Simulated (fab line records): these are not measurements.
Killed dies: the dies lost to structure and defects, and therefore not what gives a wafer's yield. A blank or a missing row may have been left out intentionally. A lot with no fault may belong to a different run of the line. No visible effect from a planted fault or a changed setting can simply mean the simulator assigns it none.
Which of the tools did it? | flow berkeley_cmos170 | 14 lots, 42 wafers sampled, at 3 steps of a route of 331

== WHAT THE GAUGES SHOWED, per wafer ==
UCB170_SILICIDE_RS_MEAS_02: the measuring method here is four-point-probe. Usual: for SILICIDE_TI_RS the level is 26.8 ohm/sq and the standard deviation is 0.39.
lot  | measured     | on            | SILICIDE_TI_RS (ohm/sq) | flag
L673 | day 5 22:55  | film_metro-03 | 27.0 27.5 26.9          |
L678 | day 7 08:42  | film_metro-03 | 27.0 26.9 26.6          |
L679 | day 8 01:31  | film_metro-03 | 27.0 26.3 27.0          |
L677 | day 8 01:41  | film_metro-01 | 26.7 27.2 26.4          |
L681 | day 8 11:53  | film_metro-03 | 26.6 26.7 26.4          |
L680 | day 8 12:03  | film_metro-04 | 27.1 26.7 26.6          |
L682 | day 8 16:11  | film_metro-01 | 27.4 27.6 27.6          |
L683 | day 9 02:07  | film_metro-04 | 27.0 26.5 26.8          |
L692 | day 10 23:05 | film_metro-04 | 26.1 25.7 26.5          |
L691 | day 10 23:06 | film_metro-01 | 27.2 26.8 27.1          |
L693 | day 11 01:44 | film_metro-03 | 26.7 26.1 26.9          |
L694 | day 11 12:51 | film_metro-03 | 26.8 26.2 26.3          |
L695 | day 11 13:45 | film_metro-04 | 26.6 26.9 26.9          |
L696 | day 11 13:23 | film_metro-03 | 26.8 26.9 27.3          |

UCB170_V1_CD_MEAS_90: the cd target is 700 nm. Usual: cd_nm reads 700.3 nm (standard deviation 1.2).
lot  | measured     | on        | cd_nm (nm)        | flag
L673 | day 6 13:26  | cd_sem-01 | 700.8 702.9 700.7 |
L678 | day 8 01:55  | cd_sem-01 | 700.4 701.1 701.3 |
L679 | day 8 15:28  | cd_sem-02 | 700.1 699.3 700.2 |
L677 | day 8 15:47  | cd_sem-01 | 698.2 699.0 698.9 |
L681 | day 9 03:54  | cd_sem-02 | 700.4 699.7 700.7 |
L680 | day 9 03:32  | cd_sem-01 | 702.0 701.4 701.9 |
L682 | day 9 04:27  | cd_sem-02 | 700.7 700.5 700.2 |
L683 | day 9 18:04  | cd_sem-01 | 700.9 700.7 700.5 |
L692 | day 11 14:22 | cd_sem-01 | 698.7 700.5 700.8 |
L691 | day 11 14:24 | cd_sem-02 | 701.4 701.3 701.7 |
L693 | day 11 14:11 | cd_sem-01 | 698.6 699.4 699.2 |
L694 | day 12 04:19 | cd_sem-02 | 699.7 699.4 700.4 |
L695 | day 12 04:40 | cd_sem-02 | 701.3 700.3 700.6 |
L696 | day 12 04:37 | cd_sem-01 | 699.2 699.9 699.9 |

== WHICH TOOL RAN EACH LOT (tool, then ch and the chambers of the sampled wafers, then the start) ==
lot  | UCB170_ACTIVE_STRIP_16
L673 | plasma_asher-04 ch 0,1, day 3 17:35
L678 | plasma_asher-04 ch 0,1, day 4 23:33
L679 | plasma_asher-02 ch 0,1, day 5 07:52
L677 | plasma_asher-03 ch 0,1, day 5 08:10
L681 | plasma_asher-04 ch 0,1, day 5 19:07
L680 | plasma_asher-02 ch 0,1, day 5 19:21
L682 | plasma_asher-03 ch 0,1, day 6 05:44
L683 | plasma_asher-04 ch 0, day 6 10:56
L692 | plasma_asher-04 ch 0,1, day 8 07:18
L691 | plasma_asher-04 ch 0,1, day 8 07:53
L693 | plasma_asher-03 ch 0,1, day 8 13:06
L694 | plasma_asher-04 ch 0,1, day 8 22:03
L695 | plasma_asher-03 ch 0,1, day 8 22:19
L696 | plasma_asher-04 ch 0,1, day 8 22:27
- UCB170_ACTIVE_STRIP_16: strips in O2.

== WHAT THE TOOLS THEMSELVES READ (means of the sampled wafers that have a number; where no wafer has one, the mark that the record gives instead) ==
UCB170_ACTIVE_STRIP_16. Usual: drypump_motor_current_A 5.6 A, standard deviation 0.54; oes_product_au 0.721 a.u., standard deviation 0.005; strip_time_to_endpoint_s 18.07 s, standard deviation 0.13.
lot  | tool            | drypump_motor_current_A (A) | oes_product_au (a.u.) | strip_time_to_endpoint_s (s) | flag
L673 | plasma_asher-04 | 5.5                         | 0.722                 | 18.16                        |
L678 | plasma_asher-04 | 5.5                         | 0.719                 | 18.07                        |
L679 | plasma_asher-02 | 5.7                         | 0.720                 | 18.04                        |
L677 | plasma_asher-03 | 6.1                         | 0.721                 | 18.18                        |
L681 | plasma_asher-04 | 5.1                         | 0.719                 | 17.83                        |
L680 | plasma_asher-02 | 6.0                         | 0.722                 | 18.13                        |
L682 | plasma_asher-03 | 6.0                         | 0.723                 | 18.11                        |
L683 | plasma_asher-04 | 5.8                         | 0.720                 | 18.02                        |
L692 | plasma_asher-04 | 5.5                         | 0.726                 | 18.13                        |
L691 | plasma_asher-04 | 5.5                         | 0.721                 | 18.24                        |
L693 | plasma_asher-03 | 6.0                         | 0.720                 | 18.06                        |
L694 | plasma_asher-04 | 5.1                         | 0.723                 | 17.97                        |
L695 | plasma_asher-03 | 6.1                         | 0.721                 | 18.16                        |
L696 | plasma_asher-04 | 5.1                         | 0.719                 | 18.12                        |

== THE ANSWER, worked out from the rows above alone ==
Rule: lot off if the mean of its wafers having a number is beyond 3 standard deviations from the usual mean. Also off: a lot with no number at a reading for which 4 or more lots have one. Any other lot the step has rows for is counted as sound. The gauges are gone through in route order, then the tools' own readings, and for those a lot's mean is taken as printed above. The first step at which some lot is off is used, and at that step the reading that is off furthest; a lot without a number counts as furthest.
No lot is off on any of the readings shown, so nothing can be concluded from this.

== WHAT WAS PUT IN BY THE SIMULATOR ==
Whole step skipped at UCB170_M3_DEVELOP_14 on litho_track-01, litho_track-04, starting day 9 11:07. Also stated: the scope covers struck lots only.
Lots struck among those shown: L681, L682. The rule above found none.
